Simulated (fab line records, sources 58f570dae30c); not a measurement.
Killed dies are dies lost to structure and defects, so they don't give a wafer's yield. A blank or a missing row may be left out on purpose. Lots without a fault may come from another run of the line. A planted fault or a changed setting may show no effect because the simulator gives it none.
fab line records | flow berkeley_cmos170
record lots=5 wafers=15 last_day=9
route steps=331 shown M1@242 V1@254
lots that met no fault: from a run of the same line without faults
start_h: hours from the record's first day to the start of the lot's first wafer shown | wait_h: hours since the lot's step before | " the same as in the row above | L1.1+2: a row that stands for several wafers | - no value, or no start given | * or withheld: withheld | < > ~ a bound
route shown NAME@n: a module of which the file shows steps, and the number in the route of the first | usual: mean/standard deviation of fault-free wafers | same: alike in all rows | chamber/n: place in a boat | sites: the reading at each site | _std_site: their standard deviation | _edge_site: outer sites' mean less inner sites' | radius_mm: how far each site lies from the wafer's centre | mask NAME#n: copy n | behind: the tool/chamber that last shaped the wafer | hold: why the lot was held/for how many hours/how that ended | device: the transistor (n, p or np) that didn't switch | end of line: the same wafers' tests at the end of the route | a step without rows: its recipe alone | killed: dies lost to structure and defects at the first sort, not the wafer's yield | map: a wafer's dies, x killed, . not, _ none there
set.NAME: the setting as run; set.NAME@STEP: as run at that earlier step | model.NAME: the simulator's own value behind a step, which no gauge read
lots at some steps of the route; a table a step, a row a wafer
services: from which hour (start_h, from the record's first day; less than 0 if before it) a tool's chamber was out of use, for how many hours, and why
## steps
# step UCB170_M1_COAT_04
# recipe resist=KrF spin_rpm=1500 resist_thk_nm=900
# step UCB170_M1_SOFTBAKE_05
# recipe resist=KrF temp_c=130 time_s=60
# step UCB170_M1_EXPOSE_06
# recipe mask_id=METAL1 target_cd_nm=700 na=0.5 sigma_outer=0.6 source_shape=conventional dose_mj=20.57
# step UCB170_M1_PEB_07
# recipe peb_temp_c=130 peb_time_s=withheld resist=KrF
# step UCB170_M1_DEVELOP_08
# recipe developer=TMAH develop_time_s=45 resist=KrF dev_temp_c=21
# step UCB170_M1_CD_MEAS_09
# recipe target_cd_nm=700
# usual cd_nm=700.2/1.3
# columns lot.wafer tool chamber start_h wait_h cd_nm
L615.2 cd_sem-01 - 141.76 - 701.2
L615.3 " - " " 700.7
L615.6 " - " " 700.2
L618.1 cd_sem-02 - 157.24 - 700.7
L618.5 " - " " 699.2
L618.6 " - " " 699.0
L622.3 cd_sem-01 - 179.79 - 701.0
L622.4 " - " " 700.4
L622.5 " - " " 699.4
L625.1 cd_sem-01 - 195.09 - 700.7
L625.3 " - " " 699.5
L625.6 " - " " 699.8
L626.3 cd_sem-02 - 195.45 - 700.5
L626.4 " - " " 700.0
L626.5 " - " " 701.2
# step UCB170_M1_OVL_MEAS_10
# usual M1_OVL=0/4.8
# columns lot.wafer tool chamber start_h wait_h M1_OVL[nm]
L615.2 overlay-01 - 141.86 0.1 0
L615.3 " - " " 1
L615.6 " - " " 1
L618.1 overlay-01 - 157.36 0.1 -1
L618.5 " - " " 2
L618.6 " - " " 0
L622.3 overlay-01 - 179.88 0.1 -3
L622.4 " - " " -3
L622.5 " - " " -4
L625.1 overlay-01 - 195.21 0.1 -8
L625.3 " - " " -5
L625.6 " - " " -4
L626.3 overlay-01 - 195.54 0.1 2
L626.4 " - " " -1
L626.5 " - " " 2
# step UCB170_M1_ETCH_11
# recipe chemistry=N2/H2 target_depth_a=withheld overetch_a=withheld target=BARC time_s=withheld source_w=500 bias_w=100 pressure_mtorr=30 n2_flow_sccm=100 h2_flow_sccm=200
# usual drypump_motor_current_A=5.7/0.5 oes_product_au=1.000/0.024 throttle_valve_pct=13.28/0.17
# columns lot.wafer tool chamber start_h wait_h drypump_motor_current_A oes_product_au throttle_valve_pct
L615.2 rie_diel-03 0 141.89 0.0 5.5 0.991 12.97
L615.3 " 3 " " 6.3 1.023 13.29
L615.6 " 2 " " 6.0 0.963 13.26
L618.1 rie_diel-03 0 157.40 0.0 5.5 1.014 12.97
L618.5 " 1 " " 4.9 0.982 13.33
L618.6 " 2 " " 6.0 0.978 13.26
L622.3 rie_diel-02 3 179.90 0.0 6.4 0.982 13.54
L622.4 " 1 " " 5.6 0.971 13.29
L622.5 " 2 " " 5.1 1.015 13.45
L625.1 rie_diel-02 0 195.25 0.0 5.9 1.029 13.20
L625.3 " 2 " " 5.0 0.997 13.46
L625.6 " 1 " " 5.6 0.965 13.29
L626.3 rie_diel-03 0 195.57 0.0 5.5 1.010 12.96
L626.4 " 2 " " 6.0 0.991 13.27
L626.5 " 3 " " 6.3 1.025 13.29
# step UCB170_M1_METAL_ETCH_12
# recipe chemistry=Cl2/BCl3 target=Al stop_on=PSG pressure_mtorr=12 target_depth_a=7800 over_etch_frac=0.3 time_s=130 icp_w=600 bias_w=120 Cl2_flow_sccm=90 bcl3_flow_sccm=45
# usual drypump_motor_current_A=5.7/0.46 he_backside_leak_sccm=3.36/0.23 oes_product_au=0.859/0.012 throttle_valve_pct=24.3/0.38
# same time_s=130
# columns lot.wafer tool chamber start_h wait_h drypump_motor_current_A he_backside_leak_sccm oes_product_au rf_hours_counter_h throttle_valve_pct
L615.2 rie_metal-04 0 141.93 - 5.1 3.35 0.847 7.3 24.8
L615.3 " 0 " " 5.1 3.34 0.846 - 24.8
L615.6 " 1 " " 6.7 3.14 0.850 - 23.8
L618.1 rie_metal-01 1 157.44 - 5.5 3.03 0.863 1.4 23.9
L618.5 " 1 " " 5.5 3.21 0.876 - 23.9
L618.6 " 0 " " 5.4 3.06 0.868 - 24.8
L622.3 rie_metal-01 0 179.99 - 5.4 3.15 0.872 - 24.7
L622.4 " 1 " " 5.5 3.07 0.867 - 23.9
L622.5 " 0 " " 5.4 3.21 0.857 - 24.8
L625.1 rie_metal-04 0 195.29 - 5.1 3.39 0.869 9.2 24.8
L625.3 " 0 " " 5.1 3.29 0.875 - 24.8
L625.6 " 0 " " 5.1 3.24 0.870 - 24.8
L626.3 rie_metal-02 1 195.65 - 5.7 3.64 0.856 - 24.3
L626.4 " 0 " " 5.8 3.59 0.880 - 24.2
L626.5 " 1 " " 5.7 3.59 0.844 - 24.3
# step UCB170_M1_STRIP_13
# recipe chemistry=O2 power_w=400 pressure_mtorr=3500 platen_temp_c=withheld o2_flow_sccm=400 overash_fraction=0.5
# usual drypump_motor_current_A=5.6/0.34 oes_product_au=0.720/0.0043
# columns lot.wafer tool chamber start_h wait_h drypump_motor_current_A oes_product_au rf_hours_counter_h
L615.2 plasma_asher-03 1 142.07 0.1 5.6 0.720 43
L615.3 " 0 " " 5.7 0.716 -
L615.6 " 1 " " 5.6 0.718 -
L618.1 plasma_asher-04 1 157.57 0.1 5.8 0.724 36
L618.5 " 0 " " 5.5 0.723 -
L618.6 " 1 " " 5.8 0.717 -
L622.3 plasma_asher-04 0 180.11 0.1 5.6 0.722 -
L622.4 " 1 " " 5.7 0.727 -
L622.5 " 0 " " 5.5 0.719 -
L625.1 plasma_asher-03 0 195.42 0.1 5.7 0.721 48
L625.3 " 0 " " 5.7 0.726 -
L625.6 " 0 " " 5.7 0.724 -
L626.3 plasma_asher-04 1 195.77 0.1 5.7 0.711 -
L626.4 " 0 " " 5.6 0.724 -
L626.5 " 0 " " 5.5 0.718 -
# step UCB170_M1_CD_MEAS_90
# recipe target_cd_nm=700
# usual cd_nm=698.7/2.4
# columns lot.wafer tool chamber start_h wait_h cd_nm
L615.2 cd_sem-02 - 142.19 0.1 697.2
L615.3 " - " " 698.3
L615.6 " - " " 699.3
L618.1 cd_sem-02 - 157.67 0.1 698.7
L618.5 " - " " 696.9
L618.6 " - " " 695.2
L622.3 cd_sem-02 - 180.22 0.1 699.2
L622.4 " - " " 698.7
L622.5 " - " " 696.5
L625.1 cd_sem-01 - 195.52 0.1 697.5
L625.3 " - " " 700.0
L625.6 " - " " 700.5
L626.3 cd_sem-01 - 195.88 0.1 699.9
L626.4 " - " " 697.5
L626.5 " - " " 699.2
# step UCB170_M1_ANNEAL_14
# recipe temp_c=400 time_s=1200 ambient=forming_gas
# step UCB170_V1_CVD_00
# recipe material=SiO2 target_thk_nm=2000 temp_c=390 precursor=TEOS/O2 time_s=250 rf_w=550 pressure_mtorr=9000
# usual heater_power_w=232/48 pressure_mtorr=9001/19
# columns lot.wafer tool chamber start_h wait_h heater_power_w pressure_mtorr model.SiO2_of_V1_CVD_00.thk_nm
L615.2 pecvd-04 0 145.38 0.0 257 9038 1997
L615.3 " 2 " " 299 8984 1942
L615.6 " 0 " " 179 9040 2038
L618.1 pecvd-02 1 161.42 0.0 237 9035 1977
L618.5 " 2 " " 229 9008 2000
L618.6 " 0 " " 205 8992 2030
L622.3 pecvd-04 1 184.51 0.0 176 8990 2001
L622.4 " 1 " " 226 8985 2044
L622.5 " 2 " " 296 8991 2038
L625.1 pecvd-03 2 200.86 0.0 200 8989 1962
L625.3 " 0 " " 238 9001 1970
L625.6 " 0 " " 303 8972 1975
L626.3 pecvd-02 0 201.02 0.2 294 9013 1931
L626.4 " 2 " " 229 8968 2053
L626.5 " 0 " " 198 9020 1943
# step UCB170_V1_THK_MEAS_01
# recipe reads=SiO2_of_V1_CVD_00
# usual V1_TEOS_THK=2006/30
# columns lot.wafer tool chamber start_h wait_h V1_TEOS_THK[nm]
L615.2 film_metro-01 - 145.55 0.1 1996
L615.3 " - " " 1940
L615.6 " - " " 2038
L618.1 film_metro-01 - 161.57 0.1 1978
L618.5 " - " " 2000
L618.6 " - " " 2031
L622.3 film_metro-04 - 184.69 0.1 2001
L622.4 " - " " 2045
L622.5 " - " " 2038
L625.1 film_metro-03 - 201.02 0.1 1963
L625.3 " - " " 1970
L625.6 " - " " 1973
L626.3 film_metro-01 - 201.19 0.1 1930
L626.4 " - " " 2054
L626.5 " - " " 1945
## services
# columns tool chamber start_h hours kind
pecvd-04 0 119.77 9.6 repair
pecvd-02 - 122.79 1.7 repair
pecvd-04 - 123.71 0.5 repair
rie_diel-02 - 128.74 2.7 repair
pecvd-03 0 129.87 5.4 repair
rie_diel-03 - 133.05 2.8 pm
plasma_asher-03 - 135.26 1.9 repair
pecvd-04 - 137.41 1.7 repair
rie_diel-02 0 153.53 7.5 repair
pecvd-04 - 157.71 4.3 pm
pecvd-03 - 173.47 2.8 pm
## key
first_sign none at tools or gauges
model_effect step=UCB170_V1_CVD_00 value=SiO2_of_V1_CVD_00.thk_nm without=2029 struck=1937
met_at UCB170_V1_CVD_00
struck_wafers L626.3,L626.5
onset_between 161.42 201.02
fault kind=process_parameter_drift tool=pecvd-02 chamber=0 onset_h=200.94 steps=UCB170_V1_CVD_00 channel=target_thk_nm offset=-91.636 shape=step end_h=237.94 acts_in=these_recipes_only stated=2000
